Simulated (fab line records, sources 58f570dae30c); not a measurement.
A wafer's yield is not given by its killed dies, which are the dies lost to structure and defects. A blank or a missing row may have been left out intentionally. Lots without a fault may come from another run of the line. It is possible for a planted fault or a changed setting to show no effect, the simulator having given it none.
Problem report in the 8D (eight disciplines) form, filled by code	flow berkeleyCmos170	the parts of the form that need people (team, actions taken, sign-off) are left out

1. THE ISSUE
Mean PSD_RS at UCB170_SDANNEAL_RS_MEAS_02: 84.1 ohm/sq over 6 wafers in 2 lots; fault-free wafers: 75.7 ohm/sq, standard deviation 0.38. That is +22 standard deviations from the usual mean.
The step: measures by four-point-probe.
Seen first at day 10 07:58 on filmMetro-01, wafer L605.4. The record has a number at this step for 42 wafers belonging to 14 lots. By rule, "out" or "out of limits" means more than 4 standard deviations away from the usual mean. The rest of the wafers with a number are treated as sound.

2. WHAT IT IS AND WHAT IT IS NOT
question	is	is not
which readings at this step	PSD_RS	-
which lots	L605, L608	L595, L596, L597, L599, L600, L601, L602, L606, L612, L613, L616, L617
which wafers of those lots	all that have a number	-
read on which gauges	filmMetro-01, filmMetro-02	filmMetro-03
when	from day 10 07:58	up to then (24 sound wafers); but 12 sound wafers of L612, L613, L616, L617 came after

3. SUSPECTS, AND WHAT RULES EACH OUT
Counting: a tool at any process step up to the reading remains a suspect when it ran all the lots that are out and ran no sound lot after the first of those.
- the gauge at UCB170_SDANNEAL_RS_MEAS_02 has been ruled out. 2 gauges (filmMetro-01, filmMetro-02) read the wafers that are out.
- rtpAnneal-01 at UCB170_SDANNEAL_RTA_01 (time 5 s): kept. All lots that are out passed through it, beginning with L605 at day 10 07:52, and no sound lot followed; its final sound lot before that point was L597 at day 8 17:47.
After counting, what remains is rtpAnneal-01 at UCB170_SDANNEAL_RTA_01.

4. THE CAUSE (what the simulator had put in)
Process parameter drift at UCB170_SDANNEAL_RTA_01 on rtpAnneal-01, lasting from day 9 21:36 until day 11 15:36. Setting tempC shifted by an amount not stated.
Only this tool survived the counting.

5. THE CHAIN OF EFFECTS, in route order
Each row: a reading where the mean over the struck wafers with a number is more than 3 standard deviations away from the usual. Only readings for which the record gives a usual standard deviation are gone through. hours: the time from each lot's start at the first step in this table that gives one to its start at this step, as a median over the lots. sigmas: the change in usual standard deviations.
hours	step	reading	usual	on struck wafers	change	sigmas
0	UCB170_SDANNEAL_RS_MEAS_02	PSD_RS	75.7 ohm/sq	84.1	+8.4	+22
0	UCB170_SDANNEAL_RS_MEAS_03	NSD_RS	37.26 ohm/sq	38.54	+1.28	+14
0	UCB170_SDANNEAL_RS_MEAS_04	PLDD_RS	1032.7 ohm/sq	1042.3	+9.6	+3.8

6. HOW IT WOULD HAVE BEEN CAUGHT EARLIER
10 hours passed between the start of the fault at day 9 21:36 and the first reading out of limits at a measuring or inspecting step in this record, taken at day 10 07:58.
Of the tool readings at UCB170_SDANNEAL_RTA_01 for which the record gives a usual standard deviation, none was out on any struck wafer, so an alarm limit of 4 standard deviations on them would not have fired.
Lots out: 2; of these, L608 started UCB170_SDANNEAL_RTA_01 on rtpAnneal-01 after day 10 07:58. A hold on the tool at that time would have spared it.
